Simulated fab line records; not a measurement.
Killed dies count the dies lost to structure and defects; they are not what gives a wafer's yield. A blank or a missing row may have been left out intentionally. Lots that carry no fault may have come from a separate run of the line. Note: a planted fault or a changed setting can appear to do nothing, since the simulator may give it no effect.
2 desks looking at one fault :: flow rit cmos :: each desk has only its own numbers; what lay behind them comes last

THE METROLOGY DESK
Means of the sampled wafers that have a number, per lot and without regard to the tool the lot ran on: this is what the gauges read. The brackets show how far a lot's mean lies from the usual mean; more than 4 standard deviations puts the lot out of limits, marked OUT.
Columns: A = NWELL_TW at RIT_NWELL_TW_MEAS_10, usual 2138; B = PLDD_TW at RIT_PLDD_TW_MEAS_10, usual 2332
lot: L165
first seen here: day 2 07:01
A: 2164
B: 2328

lot: L166
first seen here: day 2 10:38
A: 2162
B: 2346

lot: L167
first seen here: day 2 10:55
A: 2108
B: 2344

lot: L168
first seen here: day 2 19:10
A: 2168
B: 2315

lot: L169
first seen here: day 2 22:47
A: 2101
B: 2345

lot: L171
first seen here: day 3 04:43
A: 2120
B: 2323

lot: L172
first seen here: day 3 10:04
A: 2136
B: 30 (-99 or more) OUT

lot: L180
first seen here: day 5 03:16
A: 2141
B: 2337

lot: L183
first seen here: day 5 16:32
A: 2144
B: 2306

lot: L184
first seen here: day 5 22:43
A: 2144
B: 2310

lot: L185
first seen here: day 6 02:45
A: 2129
B: 2325

lot: L187
first seen here: day 6 13:48
A: 2143
B: 2319

lot: L188
first seen here: day 6 17:31
A: 2110
B: 2343
This desk's finding: out of limits on L172; first on L172, day 4 13:25 (PLDD_TW at RIT_PLDD_TW_MEAS_10). L165, L166, L167, L168, L169, L171, L180, L183, L184, L185, L187, L188 stayed within limits.

AT THE TOOL OWNER'S DESK: plasma asher-01
The tool's own readings at RIT_NLDD_STRIP_09 (strips in O2, time 180 s): means of the sampled wafers that have a number, for each lot that ran on this tool. The brackets show how far a lot's mean lies from the usual mean; more than 4 standard deviations puts the lot out of limits, marked OUT.
Columns: A = chamber pressure mTorr at RIT_NLDD_STRIP_09, usual 4000 mTorr; B = drypump motor current A at RIT_NLDD_STRIP_09, usual 5.5 A; C = run length s at RIT_NLDD_STRIP_09, usual 208.2 s
lot: L167
first seen here: day 3 10:58
A: 4004
B: 5.3
C: 208.5

lot: L169
first seen here: day 3 21:04
A: 3996
B: 5.4
C: 208.3

lot: L172
first seen here: day 4 11:41
A: 3999
B: 5.2
C: 72.3 (-99 or more) OUT

lot: L183
first seen here: day 6 18:13
A: 4001
B: 5.3
C: 208.1

lot: L184
first seen here: day 6 21:06
A: 3999
B: 5.2
C: 208.1
This desk finds L172 out of limits, L172 being first, at day 4 11:41 (run length s at RIT_NLDD_STRIP_09). L167, L169, L183, L184 stayed within limits.

ALL TOGETHER
At day 4 11:41, on L172, the tool owner's desk was in a position to raise an alarm.
An alarm was possible from the metrology desk at day 4 13:25, on L172.
On plasma asher-01, each named lot ran RIT_NLDD_STRIP_09.

WHAT THE SIMULATOR HAD INSERTED
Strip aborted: plasma asher-01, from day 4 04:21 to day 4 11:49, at RIT_NLDD_STRIP_09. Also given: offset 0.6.
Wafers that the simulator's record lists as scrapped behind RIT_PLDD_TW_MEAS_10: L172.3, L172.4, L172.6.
Lots struck among those shown: L172.
Hours from the fault's start to each desk's first reading out of limits: the tool owner's desk, 7; the metrology desk, 9.
